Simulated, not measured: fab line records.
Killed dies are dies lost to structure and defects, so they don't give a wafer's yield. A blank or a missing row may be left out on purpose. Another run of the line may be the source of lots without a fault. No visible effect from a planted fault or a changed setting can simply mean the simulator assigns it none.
fab line records	flow rit-cmos
record: lots: 6	wafers: 18	last-day: 7
route steps=202 shown SPACER@127 NSD@131 PSD@142 SDANNEAL@153 PLDD@159 M1@202
lots that met no fault: from a run of the same line without faults
start-h: hours from the record's opening day to when the first of the lot's shown wafers began	wait-h: hours since the lot's step before	" unchanged from the row above	L1.1+2: a row that stands for several wafers	- no value present, or no start provided	* or withheld: withheld	< > ~ a bound
route shown NAME@n: names a module that has steps shown in the file, with the first one's number in the route	usual: mean/standard deviation taken from wafers without a fault	same: alike in all rows	chamber/n: place in a boat	sites: each site's reading	_std_site: their standard deviation	_edge_site: outer sites' mean less inner sites'	radius-mm: for every site, how far away it sits from the centre of the wafer	mask NAME#n: copy n	behind: the tool/chamber that last shaped the wafer	hold: what put the lot on hold/how long, in hours/how the hold closed	device: the transistor (n, p or np) that didn't switch	end of line: tests of these same wafers at the route's end	where a step has no rows: the recipe by itself	killed: dies lost to structure and defects at the first sort, not the wafer's yield	map: dies across one wafer; x = killed, . = not, _ = none there
set.NAME: setting as actually run; set.NAME@STEP: the setting as run at that earlier step	model.NAME: the simulator's own value behind a step, which no gauge read
lots seen at some steps along the route; tables by step, rows by wafer
services: a tool's chamber out of use, with start hour (start-h, from the record's first day; less than 0 if before it), hours out, and reason
== steps ==
step: RIT_SPACER_CLEAN_02
recipe: chemistry: SC2	mix: 3:3:50	time-s: 600	temp-c: 75	dry: n2-spin
step: RIT_SPACER_CVD_03
recipe: material: Si3N4	target-thk-nm: 250	temp-c: 810	precursor: SiH2Cl2/NH3	time-s: 3300	pressure-mtorr: 300	sih2cl2-flow-sccm: 60	nh3-flow-sccm: 150
step: RIT_SPACER_THK_MEAS_04
recipe: reads: Si3N4_of_SPACER_CVD_03
usual: SPACER_NITRIDE_THK: 251.7/1.9
lot.wafer	tool	chamber	start-h	wait-h	SPACER_NITRIDE_THK[nm]
L687.2	film-metro-01	-	91.33	0.0	250.6
L687.4	"	-	"	"	251.9
L687.5	"	-	"	"	252.0
L688.1	film-metro-02	-	98.71	0.0	248.8
L688.3	"	-	"	"	250.4
L688.4	"	-	"	"	250.5
L690.1	film-metro-02	-	107.70	0.0	253.4
L690.3	"	-	"	"	250.3
L690.5	"	-	"	"	253.0
L698.1	film-metro-02	-	147.63	0.0	250.4
L698.3	"	-	"	"	252.6
L698.5	"	-	"	"	252.1
L701.2	film-metro-02	-	160.96	0.0	251.1
L701.3	"	-	"	"	251.6
L701.6	"	-	"	"	251.8
L702.2	film-metro-01	-	166.22	0.0	249.5
L702.5	"	-	"	"	250.0
L702.6	"	-	"	"	250.4
step: RIT_SPACER_ETCHBACK_05
recipe: target-depth-a: 2500	SF6_flow_sccm: 30	CHF3_flow_sccm: 30	target: Si3N4	chemistry: SF6/CHF3	pressure-mtorr: 40	rf-w: 250	time-s: 240	stop-on: SiO2
usual: drypump-motor-current-A: 5.7/0.4	oes-product-au: 0.849/0.011	throttle-valve-pct: 10.24/0.13
same: time-s: 240
lot.wafer	tool	chamber	start-h	wait-h	drypump-motor-current-A	oes-product-au	rf-hours-counter-h	throttle-valve-pct
L687.2	rie-diel-01	0	91.38	0.0	5.4	0.846	73	10.18
L687.4	"	1	"	"	5.6	0.841	36	10.26
L687.5	"	3	"	"	5.2	0.846	-	10.23
L688.1	rie-diel-01	2	98.77	0.1	5.3	0.831	9	10.40
L688.3	"	1	"	"	5.6	0.834	36	10.26
L688.4	"	3	"	"	5.1	0.848	78	10.23
L690.1	rie-diel-04	0	107.76	0.1	5.7	0.852	4	10.25
L690.3	"	1	"	"	5.6	0.837	133	10.57
L690.5	"	3	"	"	6.7	0.872	-	10.18
L698.1	rie-diel-01	2	147.69	0.1	5.3	0.821	10	10.39
L698.3	"	3	"	"	5.2	0.845	79	10.22
L698.5	"	3	"	"	5.2	0.845	-	10.23
L701.2	rie-diel-01	0	161.01	0.0	5.4	0.848	74	10.18
L701.3	"	3	"	"	5.1	0.839	79	10.24
L701.6	"	0	"	"	5.4	0.855	-	10.17
L702.2	rie-diel-03	2	166.27	0.0	6.1	0.856	30	10.25
L702.5	"	1	"	"	5.7	0.861	-	10.07
L702.6	"	2	"	"	6.1	0.854	-	10.26
step: RIT_NSD_HMDS_00
recipe: prime-time-s: 60	prime-temp-c: 140
step: RIT_NSD_COAT_01
recipe: resist: NOVOLAK	spin-rpm: 3250	resist-thk-nm: 1000
step: RIT_NSD_SOFTBAKE_02
recipe: resist: NOVOLAK	temp-c: 90	time-s: 60
step: RIT_NSD_EXPOSE_03
recipe: mask-id: M9	na: 0.57	target-cd-nm: 40700	dose-mj: 250
step: RIT_NSD_PEB_04
recipe: resist: NOVOLAK	temp-c: withheld	time-s: withheld
step: RIT_NSD_DEVELOP_05
recipe: resist: NOVOLAK	develop-time-s: 50	dev-temp-c: 23
step: RIT_NSD_OVL_MEAS_06
usual: NSD_OVL: 0.1/1.3
lot.wafer	tool	chamber	start-h	wait-h	NSD_OVL[nm]
L687.2	overlay-01	-	92.38	-	-0.4
L687.4	"	-	"	"	0.9
L687.5	"	-	"	"	-1.1
L688.1	overlay-02	-	99.89	-	3.1
L688.3	"	-	"	"	1.1
L688.4	"	-	"	"	0.9
L690.1	overlay-01	-	108.88	-	0.3
L690.3	"	-	"	"	-0.1
L690.5	"	-	"	"	0.9
L698.1	overlay-01	-	148.81	-	0.7
L698.3	"	-	"	"	1.1
L698.5	"	-	"	"	0.4
L701.2	overlay-02	-	162.14	-	1.4
L701.3	"	-	"	"	-0.2
L701.6	"	-	"	"	0.5
L702.2	overlay-01	-	167.27	-	1.8
L702.5	"	-	"	"	1.4
L702.6	"	-	"	"	2.0
step: RIT_NSD_HARDBAKE_07
recipe: resist: NOVOLAK	temp-c: 140	time-s: 60
step: RIT_NSD_IMPLANT_08
recipe: species: P	energy-kev: 25	dose-cm2: 1e+15	tilt-deg: 7
usual: beam-energy-keV: 25.001/0.0081	faraday-current-uA: 3135/55	tilt-deg: 6.998/0.02
lot.wafer	tool	chamber	start-h	wait-h	beam-energy-keV	faraday-current-uA	tilt-deg	model.implant.rp-nm	model.implant.drp-nm
L687.2	implanter-04	0	92.59	0.1	24.994	3152	7.018	31.91	14.84
L687.4	"	0	"	"	24.996	3147	6.983	31.91	14.84
L687.5	"	0	"	"	24.992	3190	6.981	31.91	14.84
L688.1	implanter-01	0	100.08	0.1	25.005	3160	7.013	31.48	14.84
L688.3	"	0	"	"	24.994	3152	7.022	31.48	14.84
L688.4	"	0	"	"	25.003	3111	7.002	31.48	14.84
L690.1	implanter-02	0	109.07	0.1	24.995	3067	7.025	32.66	14.84
L690.3	"	0	"	"	25.010	3064	7.007	32.66	14.84
L690.5	"	0	"	"	25.018	3082	7.002	32.66	14.84
L698.1	implanter-02	0	149.03	0.1	29.163	3145	7.008	36.32	16.28
L698.3	"	0	"	"	29.170	3078	6.997	36.32	16.28
L698.5	"	0	"	"	29.167	3192	6.978	36.32	16.28
L701.2	implanter-04	0	162.35	0.1	24.999	3140	7.035	32.82	14.84
L701.3	"	0	"	"	25.003	3139	7.011	32.82	14.84
L701.6	"	0	"	"	25.017	3198	7.020	32.82	14.84
L702.2	implanter-02	0	167.48	0.1	29.174	3032	7.005	35	16.28
L702.5	"	0	"	"	29.176	3124	7.009	35	16.28
L702.6	"	0	"	"	29.180	3146	7.009	35	16.28
step: RIT_NSD_STRIP_09
recipe: chemistry: O2	time-s: 180	resist: NOVOLAK	platen-temp-c: withheld	power-w: 500	pressure-mtorr: 4000	o2-flow-sccm: 4000
usual: drypump-motor-current-A: 5.67/0.28
same: time-s: 180
lot.wafer	tool	chamber	start-h	wait-h	drypump-motor-current-A	rf-hours-counter-h
L687.2	plasma-asher-04	1	92.71	0.1	6.11	30
L687.4	"	1	"	"	6.10	-
L687.5	"	0	"	"	5.51	-
L688.1	plasma-asher-03	0	100.23	0.1	5.51	44
L688.3	"	1	"	"	6.01	-
L688.4	"	0	"	"	5.50	-
L690.1	plasma-asher-03	1	109.37	0.3	5.98	45
L690.3	"	0	"	"	5.51	-
L690.5	"	1	"	"	6.00	-
L698.1	plasma-asher-04	0	149.18	0.1	5.57	37
L698.3	"	0	"	"	5.55	-
L698.5	"	1	"	"	6.10	-
L701.2	plasma-asher-01	0	162.47	0.1	5.32	5
L701.3	"	1	"	"	5.51	-
L701.6	"	0	"	"	5.34	-
L702.2	plasma-asher-04	1	167.60	0.1	6.12	39
L702.5	"	0	"	"	5.54	-
L702.6	"	1	"	"	6.09	-
step: RIT_NSD_TW_MEAS_10
usual: NSD_TW: 3137/13
lot.wafer	tool	chamber	start-h	wait-h	NSD_TW
L687.2	film-metro-04	-	92.90	0.1	3148
L687.4	"	-	"	"	3133
L687.5	"	-	"	"	3134
L688.1	film-metro-04	-	100.40	0.1	3127
L688.3	"	-	"	"	3140
L688.4	"	-	"	"	3113
L690.1	film-metro-02	-	109.55	0.1	3163
L690.3	"	-	"	"	3141
L690.5	"	-	"	"	3152
L698.1	film-metro-02	-	149.36	0.1	3281
L698.3	"	-	"	"	3267
L698.5	"	-	"	"	3258
L701.2	film-metro-03	-	162.66	0.1	3146
L701.3	"	-	"	"	3124
L701.6	"	-	"	"	3141
L702.2	film-metro-02	-	167.79	0.1	3281
L702.5	"	-	"	"	3264
L702.6	"	-	"	"	3265
step: RIT_PSD_HMDS_00
recipe: prime-time-s: 60	prime-temp-c: 140
step: RIT_PSD_COAT_01
recipe: resist: NOVOLAK	spin-rpm: 3250	resist-thk-nm: 1000
step: RIT_PSD_SOFTBAKE_02
recipe: resist: NOVOLAK	temp-c: 90	time-s: 60
step: RIT_PSD_EXPOSE_03
recipe: mask-id: M10	na: 0.57	target-cd-nm: 40900	dose-mj: 250
step: RIT_PSD_PEB_04
recipe: resist: NOVOLAK	temp-c: withheld	time-s: withheld
step: RIT_PSD_DEVELOP_05
recipe: resist: NOVOLAK	develop-time-s: 50	dev-temp-c: 23
step: RIT_PSD_OVL_MEAS_06
usual: PSD_OVL: -0.9/1.3
lot.wafer	tool	chamber	start-h	wait-h	PSD_OVL[nm]
L687.2	overlay-02	-	93.80	-	-0.8
L687.4	"	-	"	"	-2.9
L687.5	"	-	"	"	-3.9
L688.1	overlay-02	-	101.47	-	1.0
L688.3	"	-	"	"	-0.2
L688.4	"	-	"	"	0.6
L690.1	overlay-02	-	110.58	-	-1.9
L690.3	"	-	"	"	-1.7
L690.5	"	-	"	"	-2.2
L698.1	overlay-01	-	150.27	-	-3.5
L698.3	"	-	"	"	-2.6
L698.5	"	-	"	"	-3.3
L701.2	overlay-01	-	163.69	-	-1.9
L701.3	"	-	"	"	-1.4
L701.6	"	-	"	"	-1.5
L702.2	overlay-01	-	168.82	-	-1.1
L702.5	"	-	"	"	-1.6
L702.6	"	-	"	"	0.6
step: RIT_PSD_HARDBAKE_07
recipe: resist: NOVOLAK	temp-c: 140	time-s: 60
step: RIT_PSD_IMPLANT_08
recipe: species: BF2	energy-kev: 27	dose-cm2: 5e+15	tilt-deg: 7
step: RIT_PSD_STRIP_09
recipe: chemistry: O2	time-s: 180	resist: NOVOLAK	platen-temp-c: withheld	power-w: 500	pressure-mtorr: 4000	o2-flow-sccm: 4000
usual: drypump-motor-current-A: 5.6/0.33
same: time-s: 180
lot.wafer	tool	chamber	start-h	wait-h	drypump-motor-current-A	rf-hours-counter-h
L687.2	plasma-asher-02	0	94.13	0.1	5.1	46
L687.4	"	1	"	"	6.0	-
L687.5	"	1	"	"	6.0	-
L688.1	plasma-asher-02	1	101.80	0.1	6.0	47
L688.3	"	1	"	"	6.0	-
L688.4	"	0	"	"	5.1	-
L690.1	plasma-asher-02	0	110.98	0.1	5.1	48
L690.3	"	0	"	"	5.2	-
L690.5	"	1	"	"	6.0	-
L698.1	plasma-asher-01	1	150.60	0.1	5.5	3
L698.3	"	1	"	"	5.5	-
L698.5	"	0	"	"	5.3	-
L701.2	plasma-asher-03	1	164.02	0.1	6.0	51
L701.3	"	1	"	"	6.0	-
L701.6	"	0	"	"	5.5	-
L702.2	plasma-asher-02	1	169.15	0.1	6.0	54
L702.5	"	0	"	"	5.1	-
L702.6	"	1	"	"	6.0	-
step: RIT_PSD_TW_MEAS_10
usual: PSD_TW: 3447/19
lot.wafer	tool	chamber	start-h	wait-h	PSD_TW
L687.2	film-metro-04	-	94.32	0.1	3431
L687.4	"	-	"	"	3440
L687.5	"	-	"	"	3463
L688.1	film-metro-04	-	101.98	0.1	3432
L688.3	"	-	"	"	3438
L688.4	"	-	"	"	3466
L690.1	film-metro-02	-	111.16	0.1	3468
L690.3	"	-	"	"	3465
L690.5	"	-	"	"	3451
L698.1	film-metro-02	-	150.78	0.1	3437
L698.3	"	-	"	"	3446
L698.5	"	-	"	"	3424
L701.2	film-metro-04	-	164.20	0.1	3435
L701.3	"	-	"	"	3438
L701.6	"	-	"	"	3444
L702.2	film-metro-03	-	169.33	0.1	3443
L702.5	"	-	"	"	3468
L702.6	"	-	"	"	3448
step: RIT_SDANNEAL_CLEAN_00
recipe: chemistry: SC1	mix: 3:3:50	time-s: 600	temp-c: 75
step: RIT_SDANNEAL_CLEAN_01
recipe: chemistry: dHF	dilution: 50:1	time-s: 30
step: RIT_SDANNEAL_CLEAN_02
recipe: chemistry: SC2	mix: 3:3:50	time-s: 600	temp-c: 75	dry: n2-spin
step: RIT_SDANNEAL_RTA_03
recipe: temp-c: 1050	time-s: 5	idle-temp-c: 600	ramp-up-c-per-s: 342	ramp-down-c-per-s: 171	cool-to-c: 600	ambient: N2
usual: wafer_temp_C_max: 1053.5/1.1
same: time-s: 5
lot.wafer	tool	chamber	start-h	wait-h	wafer_temp_C_max
L687.2	rtp-anneal-01	0	94.74	0.0	1052.9
L687.4	"	0	"	"	1053.9
L687.5	"	0	"	"	1054.2
L688.1	rtp-anneal-02	0	102.50	0.0	1053.0
L688.3	"	0	"	"	1052.8
L688.4	"	0	"	"	1053.8
L690.1	rtp-anneal-02	0	111.58	0.0	1054.1
L690.3	"	0	"	"	1051.9
L690.5	"	0	"	"	1053.4
L698.1	rtp-anneal-02	0	151.21	0.0	1053.3
L698.3	"	0	"	"	1054.6
L698.5	"	0	"	"	1052.5
L701.2	rtp-anneal-01	0	164.63	0.0	1052.6
L701.3	"	0	"	"	1053.5
L701.6	"	0	"	"	1054.0
L702.2	rtp-anneal-02	0	169.76	0.0	1052.2
L702.5	"	0	"	"	1054.0
L702.6	"	0	"	"	1054.8
step: RIT_SDANNEAL_RS_MEAS_04
recipe: thk-meas-gauge: four-point-probe
usual: PSD_RS: 115.9/0.35
lot.wafer	tool	chamber	start-h	wait-h	PSD_RS[ohm/sq]
L687.2	film-metro-03	-	94.81	0.1	116.4
L687.4	"	-	"	"	116.0
L687.5	"	-	"	"	116.4
L688.1	film-metro-04	-	102.56	0.0	115.7
L688.3	"	-	"	"	115.4
L688.4	"	-	"	"	115.6
L690.1	film-metro-04	-	111.64	0.0	115.8
L690.3	"	-	"	"	115.7
L690.5	"	-	"	"	116.0
L698.1	film-metro-04	-	151.27	0.0	115.5
L698.3	"	-	"	"	115.9
L698.5	"	-	"	"	115.7
L701.2	film-metro-02	-	164.70	0.1	115.7
L701.3	"	-	"	"	115.5
L701.6	"	-	"	"	115.9
L702.2	film-metro-04	-	169.83	0.1	115.5
L702.5	"	-	"	"	115.7
L702.6	"	-	"	"	115.9
step: RIT_SDANNEAL_RS_MEAS_05
recipe: thk-meas-gauge: four-point-probe
usual: NSD_RS: 84.5/0.32
lot.wafer	tool	chamber	start-h	wait-h	NSD_RS[ohm/sq]
L687.2	film-metro-03	-	94.93	0.1	84.4
L687.4	"	-	"	"	84.5
L687.5	"	-	"	"	84.6
L688.1	film-metro-04	-	102.68	0.1	83.5
L688.3	"	-	"	"	83.9
L688.4	"	-	"	"	83.8
L690.1	film-metro-04	-	111.76	0.1	84.1
L690.3	"	-	"	"	84.3
L690.5	"	-	"	"	84.3
L698.1	film-metro-04	-	151.39	0.1	82.9
L698.3	"	-	"	"	82.6
L698.5	"	-	"	"	83.0
L701.2	film-metro-02	-	164.82	0.1	84.3
L701.3	"	-	"	"	84.5
L701.6	"	-	"	"	84.5
L702.2	film-metro-04	-	169.95	0.1	82.6
L702.5	"	-	"	"	82.6
L702.6	"	-	"	"	82.5
step: RIT_SDANNEAL_RS_MEAS_06
recipe: thk-meas-gauge: four-point-probe
usual: PLDD_RS: 178.5/0.56
lot.wafer	tool	chamber	start-h	wait-h	PLDD_RS[ohm/sq]
L687.2	film-metro-03	-	95.05	0.1	178.8
L687.4	"	-	"	"	178.4
L687.5	"	-	"	"	179.0
L688.1	film-metro-04	-	102.80	0.1	178.6
L688.3	"	-	"	"	178.6
L688.4	"	-	"	"	178.3
L690.1	film-metro-04	-	111.88	0.1	178.8
L690.3	"	-	"	"	178.8
L690.5	"	-	"	"	179.0
L698.1	film-metro-04	-	151.51	0.1	178.9
L698.3	"	-	"	"	178.8
L698.5	"	-	"	"	179.3
L701.2	film-metro-02	-	164.94	0.1	177.9
L701.3	"	-	"	"	177.8
L701.6	"	-	"	"	178.0
L702.2	film-metro-04	-	170.07	0.1	177.8
L702.5	"	-	"	"	178.5
L702.6	"	-	"	"	178.3
step: RIT_M1_PROBE_99
usual: killed-at-front-end: 7/3.1	killed-dies: 7/3.1	killed-open: 3.3/2.1	killed-short: 3.5/2
same: gross-dies: 264	killed_at_M0_to_M3: 0	killed_at_M4_up: 0	killed-at-back-side: 0	killed-at-contacts: 0	killed-at-other: 0
lot.wafer	tool	chamber	start-h	wait-h	killed-at-front-end	killed-dies	killed-open	killed-short	model.etest.contact-nplus.end-ohm-um
L687.2	prober-02	-	102.36	0.1	3	3	1	2	42.3
L687.4	prober-02	-	102.46	0.2	2	2	0	2	41.16
L687.5	prober-02	-	102.51	0.2	1	1	0	1	41.43
L688.1	prober-01	-	110.09	0.1	9	9	4	5	42.62
L688.3	prober-01	-	110.19	0.2	4	4	1	3	42.6
L688.4	prober-01	-	110.24	0.2	7	7	4	3	41.6
L690.1	prober-01	-	119.18	0.1	11	11	8	3	40.36
L690.3	prober-01	-	119.28	0.2	12	12	6	6	40.1
L690.5	prober-01	-	119.38	0.2	4	4	2	2	43.13
L698.1	prober-01	-	159.09	0.1	7	7	2	5	37.84
L698.3	prober-01	-	159.19	0.2	8	8	3	5	38.52
L698.5	prober-01	-	159.29	0.2	9	9	3	6	38.54
L701.2	prober-01	-	172.09	0.1	6	6	2	4	43.18
L701.3	prober-01	-	172.14	0.2	5	5	1	4	40.56
L701.6	prober-01	-	172.29	0.2	4	4	2	2	41.79
L702.2	prober-02	-	177.54	0.1	6	6	3	3	38.56
L702.5	prober-02	-	177.69	0.2	2	2	0	2	38.55
L702.6	prober-02	-	177.74	0.2	2	2	0	2	37.49
killed by level:class
L687.2 FOX2:geometric-particle:short=1 GATE:geometric-particle:short=1 SILICIDE:geometric-particle:open=1
L687.4 SILICIDE:geometric-particle:short=2
L687.5 FOX1:geometric-particle:short=1
L688.1 FOX1:geometric-particle:open=2 REOX:geometric-particle:short=2 SILICIDE:geometric-particle:short=2 FOX1:geometric-particle:short=1 FOX2:geometric-particle:open=1 GATE:geometric-particle:open=1
L688.3 FOX1:geometric-particle:open=1 FOX2:geometric-particle:short=1 GATE:geometric-particle:short=1 SILICIDE:geometric-particle:short=1
L688.4 SPACER:geometric-particle:open=2 SILICIDE:geometric-particle:short=2 FOX2:geometric-particle:open=1 GATE:geometric-particle:short=1 SILICIDE:geometric-particle:open=1
L690.1 FOX1:geometric-particle:open=5 GATE:geometric-particle:open=2 REOX:geometric-particle:short=2 FOX1:geometric-particle:short=1 SILICIDE:geometric-particle:open=1
L690.3 FOX1:geometric-particle:short=2 FOX1:geometric-particle:open=2 GATE:geometric-particle:short=2 FOX2:geometric-particle:short=1 FOX2:geometric-particle:open=1 GATE:geometric-particle:open=1 REOX:geometric-particle:open=1 SPACER:geometric-particle:open=1
L690.5 GATE:geometric-particle:short=1 GATE:geometric-particle:open=1 REOX:geometric-particle:open=1 SILICIDE:geometric-particle:short=1
L698.1 FOX1:geometric-particle:short=2 FOX2:geometric-particle:short=1 GATE:geometric-particle:short=1 REOX:geometric-particle:open=1 SILICIDE:geometric-particle:open=1 SILICIDE:geometric-particle:short=1
L698.3 REOX:geometric-particle:short=2 SPACER:geometric-particle:open=2 FOX1:geometric-particle:short=1 GATE:geometric-particle:short=1 REOX:geometric-particle:open=1 SILICIDE:geometric-particle:short=1
L698.5 FOX1:geometric-particle:short=2 FOX2:geometric-particle:open=2 GATE:geometric-particle:short=2 GATE:geometric-particle:open=1 REOX:geometric-particle:short=1 SILICIDE:geometric-particle:short=1
L701.2 GATE:geometric-particle:open=1 GATE:geometric-particle:short=1 REOX:geometric-particle:short=1 SPACER:geometric-particle:short=1 SILICIDE:geometric-particle:short=1 SILICIDE:geometric-particle:open=1
L701.3 FOX2:geometric-particle:short=2 FOX1:geometric-particle:short=1 GATE:geometric-particle:open=1 GATE:geometric-particle:short=1
L701.6 REOX:geometric-particle:open=1 REOX:geometric-particle:short=1 SILICIDE:geometric-particle:open=1 SILICIDE:geometric-particle:short=1
L702.2 GATE:geometric-particle:open=2 REOX:geometric-particle:short=2 FOX2:geometric-particle:open=1 GATE:geometric-particle:short=1
L702.5 FOX1:geometric-particle:short=1 GATE:geometric-particle:short=1
L702.6 FOX1:geometric-particle:short=1 GATE:geometric-particle:short=1
== services ==
tool	chamber	start-h	hours	kind
implanter-04	-	74.66	10.1	repair
rie-diel-04	0	76.60	4.9	repair
implanter-01	-	77.72	2.1	repair
rie-diel-04	1	82.63	4.9	repair
implanter-02	-	92.72	2.0	repair
plasma-asher-01	-	103.58	5.6	repair
plasma-asher-01	-	109.20	9.0	pm
plasma-asher-01	0	109.20	9.0	vent-cycle
plasma-asher-01	1	109.20	9.0	vent-cycle
rie-diel-01	1	114.14	8.1	repair
implanter-01	-	116.35	4.8	repair
plasma-asher-01	0	118.20	-	clean
plasma-asher-01	1	118.20	-	clean
plasma-asher-02	-	128.81	0.6	repair
plasma-asher-03	-	131.59	4.5	repair
rie-diel-04	-	145.20	1.9	repair
plasma-asher-03	-	163.29	0.5	repair
implanter-02	-	163.36	0.7	repair
== key ==
first-sign: step: RIT_NSD_IMPLANT_08	reading: beam-energy-keV	direction: up	sigmas: 99+	usual: 25.001	struck: 29.172
effect: step: RIT_NSD_TW_MEAS_10	reading: NSD_TW	direction: up	sigmas: 10	usual: 3137	struck: 3269
effect: step: RIT_SDANNEAL_RS_MEAS_05	reading: NSD_RS	direction: down	sigmas: 5.5	usual: 84.5	struck: 82.7
model-effect: step: RIT_NSD_IMPLANT_08	value: implant.rp-nm	without: 32.13	struck: 35.66
model-effect: step: RIT_M1_PROBE_99	value: etest.contact-nplus.end-ohm-um	without: 41.46	struck: 38.25
met-at RIT_NSD_IMPLANT_08
struck-wafers L698.1,L698.3,L698.5,L702.2,L702.5,L702.6
tester-left-out L698,L702
onset-between 109.07 149.03
fault: kind: process-parameter-drift	tool: implanter-02	chamber: -	onset-h: 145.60	steps: RIT_NSD_IMPLANT_08	channel: energy-kev	offset: 4.1699	shape: step	end-h: 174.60	acts-in: these-recipes-only	stated: 25
tester-left-out: of these lots the tester's yield and bins aren't shown, on N5 and GAA mostly nor the transistor test; their killed dies are dies lost to structure and defects alone, not to doping, threshold or leakage, so they don't give the yield
